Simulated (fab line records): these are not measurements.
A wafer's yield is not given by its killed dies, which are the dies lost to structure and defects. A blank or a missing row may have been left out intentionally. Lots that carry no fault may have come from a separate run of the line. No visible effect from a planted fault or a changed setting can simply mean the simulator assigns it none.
Which tool was responsible? -- flow rit_cmos -- 15 lots, 45 wafers sampled, at 1 step of a route of 202

## WHAT THE GAUGES READ, wafer by wafer
Not one reading of a measure or inspect step in the record can be checked against a usual standard deviation.

## WHICH TOOL RAN EACH LOT (tool, then ch and the chambers of the sampled wafers, then the start)
lot,RIT_PRETRO_EXPOSE_03
L292,"iline_stepper-01 ch 0, day 2 09:17"
L293,"iline_stepper-02 ch 0, day 2 14:25"
L296,"iline_stepper-02 ch 0, day 3 05:18"
L297,"iline_stepper-02 ch 0, day 3 13:35"
L298,"iline_stepper-02, day 3 16:49"
L299,"iline_stepper-01, day 3 22:29"
L300,"iline_stepper-01, day 4 07:02"
L301,"iline_stepper-02 ch 0, day 4 11:53"
L307,"iline_stepper-02 ch 0, day 5 11:29"
L308,"iline_stepper-02 ch 0, day 5 19:04"
L309,"iline_stepper-02 ch 0, day 6 00:13"
L310,"iline_stepper-01 ch 0, day 6 04:34"
L312,"iline_stepper-01 ch 0, day 6 12:49"
L314,"iline_stepper-01 ch 0, day 6 22:17"
L315,"iline_stepper-02 ch 0, day 7 05:11"
- RIT_PRETRO_EXPOSE_03: exposes mask M5, target cd 43700 nm.

## WHAT THE TOOLS THEMSELVES READ (means of the sampled wafers that have a number; where no wafer has one, the mark that the record gives instead)
RIT_PRETRO_EXPOSE_03. Usual: exposure_dose_mJ_cm2 250.04, standard deviation 0.24; focus_offset_nm -0.1 nm, standard deviation 0.47.
lot,tool,exposure_dose_mJ_cm2,focus_offset_nm (nm),flag
L292,iline_stepper-01,249.97,0.3,
L293,iline_stepper-02,250.09,-0.1,
L296,iline_stepper-02,250.11,-0.7,
L297,iline_stepper-02,249.98,-0.2,
L298,iline_stepper-02,-,-,OFF
L299,iline_stepper-01,-,-,OFF
L300,iline_stepper-01,-,-,OFF
L301,iline_stepper-02,250.12,0.1,
L307,iline_stepper-02,249.97,0.7,
L308,iline_stepper-02,250.12,-0.0,
L309,iline_stepper-02,250.06,0.4,
L310,iline_stepper-01,250.22,0.8,
L312,iline_stepper-01,249.98,0.1,
L314,iline_stepper-01,249.94,-0.0,
L315,iline_stepper-02,249.64,0.0,

## THE ANSWER, worked out from the rows above alone
Rule: a lot is off if the mean of its wafers that have a number lies more than 3 standard deviations from the usual mean. Also off: a lot with no number at a reading for which 4 or more lots have one. Any other lot the step has rows for is counted as sound. The gauges are gone through in route order, then the tools' own readings, and for those a lot's mean is taken as printed above. The first step at which some lot is off is used, and at that step the reading that is off furthest; a lot without a number counts as furthest.
Off: L298, L299, L300, at RIT_PRETRO_EXPOSE_03 (exposure_dose_mJ_cm2). Without a number there: L298, L299, L300.
A tool fits if, at that step or a process step before it, it ran every lot that is off, and no sound lot after the first of them. Of those tried, none fits.

## WHAT THE SIMULATOR PUT IN
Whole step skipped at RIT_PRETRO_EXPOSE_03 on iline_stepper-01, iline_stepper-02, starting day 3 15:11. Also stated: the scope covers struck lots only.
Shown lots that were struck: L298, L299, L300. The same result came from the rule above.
